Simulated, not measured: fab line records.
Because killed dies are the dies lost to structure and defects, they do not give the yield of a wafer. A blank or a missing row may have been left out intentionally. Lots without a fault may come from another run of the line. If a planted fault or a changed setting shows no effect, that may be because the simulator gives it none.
Which tool did it? ; flow berkeley_cmos170 ; 15 lots with 45 wafers sampled at 5 steps, on a route of 331 steps

## WHAT THE GAUGES READ, wafer by wafer
UCB170_SDANNEAL_RS_MEAS_03: the measuring method here is four-point-probe.
lot;measured;on;NSD_RS (ohm/sq)
L532;day 8 12:46;film_metro-04;37.39 37.22 37.33
L533;day 9 04:05;film_metro-04;37.33 37.34 37.35
L534;day 9 06:23;film_metro-01;37.35 37.13 37.26
L536;day 9 06:55;film_metro-04;37.21 37.12 37.11
L538;day 10 01:20;film_metro-01;37.06 37.11 37.15
L539;day 10 01:41;film_metro-04;37.29 37.25 37.18
L541;day 10 02:01;film_metro-02;37.38 37.35 37.27
L542;day 10 02:16;film_metro-01;37.18 37.17 37.20
L540;day 10 03:04;film_metro-04;37.38 37.35 37.33
L545;day 10 23:08;film_metro-02;37.33 37.42 37.24
L544;day 10 23:40;film_metro-04;37.07 37.17 37.15
L547;day 11 14:39;film_metro-02;37.28 37.29 37.26
L546;day 11 15:10;film_metro-04;37.22 37.20 37.08
L551;day 12 14:34;film_metro-01;37.37 37.19 37.27
L552;day 12 18:13;film_metro-01;37.17 37.15 37.21

UCB170_M3_THK_MEAS_03: measures by xrf.
lot;measured;on;M3_AL_THK (nm)
L532;day 9 14:12;film_metro-02;879 880 883
L533;day 9 23:18;film_metro-04;895 897 897
L534;day 10 06:32;film_metro-01;882 897 890
L536;day 10 07:48;film_metro-01;898 895 881
L538;day 11 03:04;film_metro-01;882 885 888
L539;day 11 03:47;film_metro-02;886 890 898
L541;day 11 04:03;film_metro-04;876 880 881
L542;day 11 04:20;film_metro-02;898 895 901
L540;day 11 04:54;film_metro-01;885 885 882
L545;day 11 18:26;film_metro-01;903 912 917
L544;day 11 18:51;film_metro-04;893 881 887
L547;day 12 09:16;film_metro-04;871 870 864
L546;day 12 07:52;film_metro-01;911 917 907
L551;day 13 18:29;film_metro-02;915 907 910
L552;day 13 18:10;film_metro-02;899 883 892

## WHICH TOOL RAN EACH LOT (tool, then ch and the chambers of the sampled wafers, then the start)
lot;UCB170_V1_CVD_00;UCB170_V2_ETCH_14;UCB170_V2_STRIP_15
L532;pecvd-01 ch 0,1,2, day 8 23:10;rie_diel-04 ch 0,2, day 9 13:31;plasma_asher-03 ch 0,1, day 9 13:42
L533;pecvd-01 ch 0,1,2, day 9 15:23;rie_diel-03 ch 0,3, day 9 22:37;plasma_asher-01 ch 0,1, day 9 22:48
L534;pecvd-03 ch 1,2, day 9 18:04;rie_diel-04 ch 1,2,3, day 10 05:51;plasma_asher-01 ch 1, day 10 06:02
L536;pecvd-01 ch 0,1,2, day 9 18:04;rie_diel-02 ch 1,2,3, day 10 07:07;plasma_asher-03 ch 0,1, day 10 07:18
L538;pecvd-01 ch 1,2, day 10 14:53;rie_diel-04 ch 1,2,3, day 11 02:23;plasma_asher-01 ch 0,1, day 11 02:34
L539;pecvd-02 ch 0,1,2, day 10 16:13;rie_diel-02 ch 0,3, day 11 03:07;plasma_asher-04 ch 0,1, day 11 03:17
L541;pecvd-03 ch 0,2, day 10 16:13;rie_diel-03 ch 0,1,3, day 11 03:23;plasma_asher-01 ch 0,1, day 11 03:34
L542;pecvd-01 ch 0,1,2, day 10 16:13;rie_diel-04 ch 2,3, day 11 03:40;plasma_asher-03 ch 0,1, day 11 03:50
L540;pecvd-01 ch 0,1,2, day 10 17:32;rie_diel-03 ch 2,3, day 11 04:13;plasma_asher-04 ch 0,1, day 11 04:25
L545;pecvd-01 ch 1,2, day 11 09:57;rie_diel-03 ch 0,1,3, day 11 17:46;plasma_asher-03 ch 0,1, day 11 17:56
L544;pecvd-02 ch 0,1, day 11 09:57;rie_diel-04 ch 0,1,3, day 11 18:11;plasma_asher-04 ch 0,1, day 11 18:21
L547;pecvd-02 ch 0,1,2, day 12 01:26;rie_diel-03 ch 0,3, day 12 08:29;plasma_asher-04 ch 0, day 12 08:46
L546;pecvd-03 ch 0,1,2, day 12 00:06;rie_diel-03 ch 0,3, day 12 07:02;plasma_asher-01 ch 0,1, day 12 07:18
L551;pecvd-03 ch 0,1,2, day 13 06:11;rie_diel-02 ch 1,2, day 13 17:47;plasma_asher-01 ch 0,1, day 13 17:59
L552;pecvd-02 ch 0,1,2, day 13 06:07;rie_diel-02 ch 1,3, day 13 17:30;plasma_asher-03 ch 0,1, day 13 17:40
- UCB170_V1_CVD_00: deposits SiO2 from TEOS/O2, target thk 2000 nm, time 250 s.
- UCB170_V2_ETCH_14: etches SiO2 in CHF3/CF4/Ar, stops on Al, target depth 1250 nm, time 291 s.
- UCB170_V2_STRIP_15: strips in O2.

## AS READ BY THE TOOLS THEMSELVES (means over the sampled wafers that have a number; for cases with no such wafer, the mark the record gives instead)
UCB170_V1_CVD_00.
lot;tool;heater_power_w (W)
L532;pecvd-01;229
L533;pecvd-01;224
L534;pecvd-03;225
L536;pecvd-01;263
L538;pecvd-01;270
L539;pecvd-02;252
L541;pecvd-03;177
L542;pecvd-01;266
L540;pecvd-01;225
L545;pecvd-01;280
L544;pecvd-02;248
L547;pecvd-02;231
L546;pecvd-03;182
L551;pecvd-03;211
L552;pecvd-02;229

UCB170_V2_ETCH_14.
lot;tool;drypump_motor_current_A (A);oes_product_au (a.u.);throttle_valve_pct (%)
L532;rie_diel-04;5.8;0.853;7.07
L533;rie_diel-03;6.1;0.858;7.01
L534;rie_diel-04;5.8;0.853;6.83
L536;rie_diel-02;5.8;0.872;6.93
L538;rie_diel-04;5.8;0.855;6.82
L539;rie_diel-02;5.7;0.877;6.85
L541;rie_diel-03;5.9;0.867;6.98
L542;rie_diel-04;5.4;0.870;6.81
L540;rie_diel-03;5.8;0.870;6.99
L545;rie_diel-03;6.0;0.840;6.98
L544;rie_diel-04;5.9;0.865;6.92
L547;rie_diel-03;6.1;0.830;7.02
L546;rie_diel-03;6.0;0.836;6.99
L551;rie_diel-02;5.5;0.878;6.96
L552;rie_diel-02;5.9;0.875;6.95

UCB170_V2_STRIP_15.
lot;tool;drypump_motor_current_A (A);oes_product_au (a.u.);strip_time_to_endpoint_s (s)
L532;plasma_asher-03;5.6;0.721;15.39
L533;plasma_asher-01;5.6;0.721;15.20
L534;plasma_asher-01;5.8;0.722;15.37
L536;plasma_asher-03;5.6;0.714;15.30
L538;plasma_asher-01;5.4;0.722;15.40
L539;plasma_asher-04;5.5;0.727;15.21
L541;plasma_asher-01;5.3;0.724;15.07
L542;plasma_asher-03;5.6;0.722;15.26
L540;plasma_asher-04;5.5;0.720;15.27
L545;plasma_asher-03;5.6;0.720;14.81
L544;plasma_asher-04;5.8;0.719;15.40
L547;plasma_asher-04;5.3;0.720;14.83
L546;plasma_asher-01;5.3;0.718;14.66
L551;plasma_asher-01;5.5;0.723;15.22
L552;plasma_asher-03;5.6;0.721;15.33

## THE ANSWER, worked out from the rows above alone
Rule: the usual values come from the lots themselves. Put in order of their means at a reading, lots are off if they are a third of the lots or fewer, leave a main group of 4 or more, and stand apart from it by a gap of 3 or more times the standard deviation of the main group's means; of several such gaps the widest counts. A main group whose means are all the same, to the digits that the tables above print for the reading, isn't used. A lot without any number at a reading at which 4 lots or more have one is off too. All remaining lots with rows at the step are treated as sound. First the gauges in route order, then the tools' own readings, where a lot's mean is used as printed above. At the first step where some lot is off, the reading lying furthest off is the one used; lots without a number count as furthest.
No lot is off at any reading shown: from this, nothing can be told.

## WHAT WAS PUT IN BY THE SIMULATOR
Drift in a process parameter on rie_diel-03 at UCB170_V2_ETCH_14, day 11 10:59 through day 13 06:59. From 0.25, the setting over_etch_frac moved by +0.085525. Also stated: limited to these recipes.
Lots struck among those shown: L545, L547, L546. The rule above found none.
